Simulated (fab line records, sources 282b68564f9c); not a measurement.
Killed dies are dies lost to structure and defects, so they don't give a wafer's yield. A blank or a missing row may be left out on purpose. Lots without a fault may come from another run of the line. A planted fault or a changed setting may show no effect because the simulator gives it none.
Which tool did it? | flow rit_cmos | 16 lots, 48 wafers sampled, at 5 steps of a route of 202

WHAT THE GAUGES READ, wafer by wafer
RIT_FOX2_THK_MEAS_90. Usual: FIELD_OXIDE_LEFT_1_THK 319 nm, standard deviation 6.4.
lot  | measured    | on            | FIELD_OXIDE_LEFT_1_THK (nm) | flag
L950 | day 2 04:26 | film_metro-04 | 322 331 324                 |
L952 | day 2 08:04 | film_metro-01 | 321 317 316                 |
L953 | day 2 12:05 | film_metro-03 | 320 312 313                 |
L954 | day 2 16:54 | film_metro-03 | 319 327 315                 |
L955 | day 2 21:47 | film_metro-03 | 312 313 313                 |
L956 | day 3 01:50 | film_metro-01 | 317 309 319                 |
L959 | day 3 16:11 | film_metro-03 | 322 325 325                 |
L962 | day 4 07:11 | film_metro-01 | 314 314 318                 |
L963 | day 4 12:13 | film_metro-01 | 312 316 311                 |
L964 | day 4 17:19 | film_metro-04 | 310 314 308                 |
L965 | day 4 22:15 | film_metro-03 | 324 321 323                 |
L966 | day 5 03:22 | film_metro-04 | 323 327 321                 |
L968 | day 5 13:26 | film_metro-04 | 314 313 311                 |
L970 | day 5 23:44 | film_metro-04 | 320 317 322                 |
L971 | day 6 04:15 | film_metro-04 | 316 314 314                 |
L973 | day 6 14:12 | film_metro-04 | 332 320 326                 |

RIT_NSD_TW_MEAS_10. Usual: NSD_TW 3128, standard deviation 29.
lot  | measured    | on            | NSD_TW         | flag
L950 | day 3 08:38 | film_metro-02 | 3120 3138 3134 |
L952 | day 3 14:43 | film_metro-03 | 3127 3137 3153 |
L953 | day 3 16:40 | film_metro-03 | 3147 3126 3131 |
L954 | day 3 20:53 | film_metro-02 | 3142 3128 3147 |
L955 | day 4 02:31 | film_metro-02 | 3130 3139 3160 |
L956 | day 4 06:15 | film_metro-01 | 3104 3091 3095 |
L959 | day 4 19:52 | film_metro-02 | 3139 3109 3121 |
L962 | day 5 11:19 | film_metro-02 | 3150 3143 3158 |
L963 | day 5 16:16 | film_metro-02 | 3160 3160 3165 |
L964 | day 5 21:47 | film_metro-03 | 3120 3132 3135 |
L965 | day 6 02:48 | film_metro-03 | 3138 3123 3131 |
L966 | day 6 07:37 | film_metro-02 | 3151 3144 3158 |
L968 | day 6 17:35 | film_metro-02 | 3161 3151 3160 |
L970 | day 7 03:10 | film_metro-01 | 3084 3070 3092 |
L971 | day 7 09:04 | film_metro-02 | 3144 3155 3150 |
L973 | day 7 18:51 | film_metro-01 | 3087 3086 3087 |

RIT_CONTACT_OVL_MEAS_09. Usual: CONTACT_OVL -1.2 nm, standard deviation 1.5.
lot  | measured    | on         | CONTACT_OVL (nm)  | flag
L950 | day 3 12:55 | overlay-01 | -3.5 -3.6 -0.7    |
L952 | day 3 19:17 | overlay-01 | 0.6 -1.4 0.2      |
L953 | day 3 20:54 | overlay-01 | 1.0 0.5 0.1       |
L954 | day 4 01:13 | overlay-02 | -2.1 -0.8 -4.8    |
L955 | day 4 06:52 | overlay-01 | 0.4 -1.4 -0.9     |
L956 | day 4 10:31 | overlay-01 | 0.4 2.1 -0.8      |
L959 | day 5 00:14 | overlay-02 | 1.5 -0.9 1.1      |
L962 | day 5 15:35 | overlay-01 | -0.7 -1.2 -2.0    |
L963 | day 5 20:24 | overlay-02 | -1.7 -2.1 -3.3    |
L964 | day 6 01:53 | overlay-01 | 129.0 126.7 129.0 | OFF
L965 | day 6 06:54 | overlay-02 | 129.6 130.5 130.0 | OFF
L966 | day 6 11:53 | overlay-02 | -3.5 -2.7 -4.4    |
L968 | day 6 21:41 | overlay-01 | -3.1 -2.6 -1.9    |
L970 | day 7 07:31 | overlay-02 | 127.9 128.8 127.1 | OFF
L971 | day 7 13:22 | overlay-01 | 129.0 128.8 129.2 | OFF
L973 | day 7 23:03 | overlay-01 | 0.3 -0.5 0.3      |

WHICH TOOL RAN EACH LOT (tool, then ch and the chambers of the sampled wafers, then the start)
lot  | RIT_NRETRO_STRIP_09                 | RIT_CONTACT_EXPOSE_05
L950 | plasma_asher-01 ch 0,1, day 2 14:21 | iline_stepper-02 ch 0, day 3 12:18
L952 | plasma_asher-04 ch 0,1, day 2 19:26 | iline_stepper-01 ch 0, day 3 18:40
L953 | plasma_asher-02 ch 0,1, day 2 22:08 | iline_stepper-02 ch 0, day 3 20:16
L954 | plasma_asher-01 ch 0,1, day 3 03:09 | iline_stepper-02 ch 0, day 4 00:36
L955 | plasma_asher-01 ch 0,1, day 3 08:18 | iline_stepper-01 ch 0, day 4 06:16
L956 | plasma_asher-01 ch 0,1, day 3 13:26 | iline_stepper-01 ch 0, day 4 09:53
L959 | plasma_asher-04 ch 0,1, day 4 02:43 | iline_stepper-01 ch 0, day 4 23:36
L962 | plasma_asher-04 ch 0,1, day 4 18:22 | iline_stepper-01 ch 0, day 5 14:56
L963 | plasma_asher-02 ch 0,1, day 4 22:12 | iline_stepper-01 ch 0, day 5 19:46
L964 | plasma_asher-01 ch 0,1, day 5 03:33 | iline_stepper-01 ch 0, day 6 01:16
L965 | plasma_asher-02 ch 0,1, day 5 08:21 | iline_stepper-01 ch 0, day 6 06:17
L966 | plasma_asher-02 ch 0,1, day 5 13:19 | iline_stepper-02 ch 0, day 6 11:16
L968 | plasma_asher-04 ch 0,1, day 5 23:43 | iline_stepper-02 ch 0, day 6 21:03
L970 | plasma_asher-02 ch 0,1, day 6 09:37 | iline_stepper-01 ch 0, day 7 06:53
L971 | plasma_asher-04 ch 0,1, day 6 14:50 | iline_stepper-01 ch 0, day 7 12:40
L973 | plasma_asher-04 ch 0,1, day 7 00:52 | iline_stepper-02 ch 0, day 7 22:25
- RIT_NRETRO_STRIP_09: strips in O2, time 180 s.
- RIT_CONTACT_EXPOSE_05: exposes mask M11, target cd 1000 nm.

WHAT THE TOOLS THEMSELVES READ (means of the sampled wafers that have a number; where no wafer has one, the mark that the record gives instead)
RIT_NRETRO_STRIP_09. Usual: drypump_motor_current_A 6.2 A, standard deviation 0.39.
lot  | tool            | drypump_motor_current_A (A) | flag
L950 | plasma_asher-01 | 5.5                         |
L952 | plasma_asher-04 | 6.4                         |
L953 | plasma_asher-02 | 6.3                         |
L954 | plasma_asher-01 | 5.5                         |
L955 | plasma_asher-01 | 5.4                         |
L956 | plasma_asher-01 | 5.5                         |
L959 | plasma_asher-04 | 6.3                         |
L962 | plasma_asher-04 | 6.3                         |
L963 | plasma_asher-02 | 6.3                         |
L964 | plasma_asher-01 | 5.5                         |
L965 | plasma_asher-02 | 6.4                         |
L966 | plasma_asher-02 | 6.3                         |
L968 | plasma_asher-04 | 6.3                         |
L970 | plasma_asher-02 | 6.3                         |
L971 | plasma_asher-04 | 6.5                         |
L973 | plasma_asher-04 | 6.4                         |

THE ANSWER, worked out from the rows above alone
Rule: a lot is off if the mean of its wafers that have a number lies more than 3 standard deviations from the usual mean. A lot without any number at a reading at which 4 lots or more have one is off too. The other lots that the step has rows for count as sound. The gauges are gone through in route order, then the tools' own readings, and for those a lot's mean is taken as printed above. The first step at which some lot is off is used, and at that step the reading that is off furthest; a lot without a number counts as furthest.
Off: L964, L965, L970, L971, at RIT_CONTACT_OVL_MEAS_09 (CONTACT_OVL).
A tool fits if, at a process step before that reading, it ran every lot that is off, and no sound lot after the first of them. The gauges at RIT_CONTACT_OVL_MEAS_09 are tried like those tools. One fits: iline_stepper-01 at RIT_CONTACT_EXPOSE_05. Its last sound lot is L963 (day 5 19:46), its first lot that is off L964 (day 6 01:16): a fault that began between those two fits.

WHAT THE SIMULATOR HAD PUT IN
Scanner matching overlay: iline_stepper-01, from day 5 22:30 on, at RIT_CONTACT_EXPOSE_05. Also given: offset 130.
Lots struck among those shown: L964, L965, L970, L971. The rule above found the same.
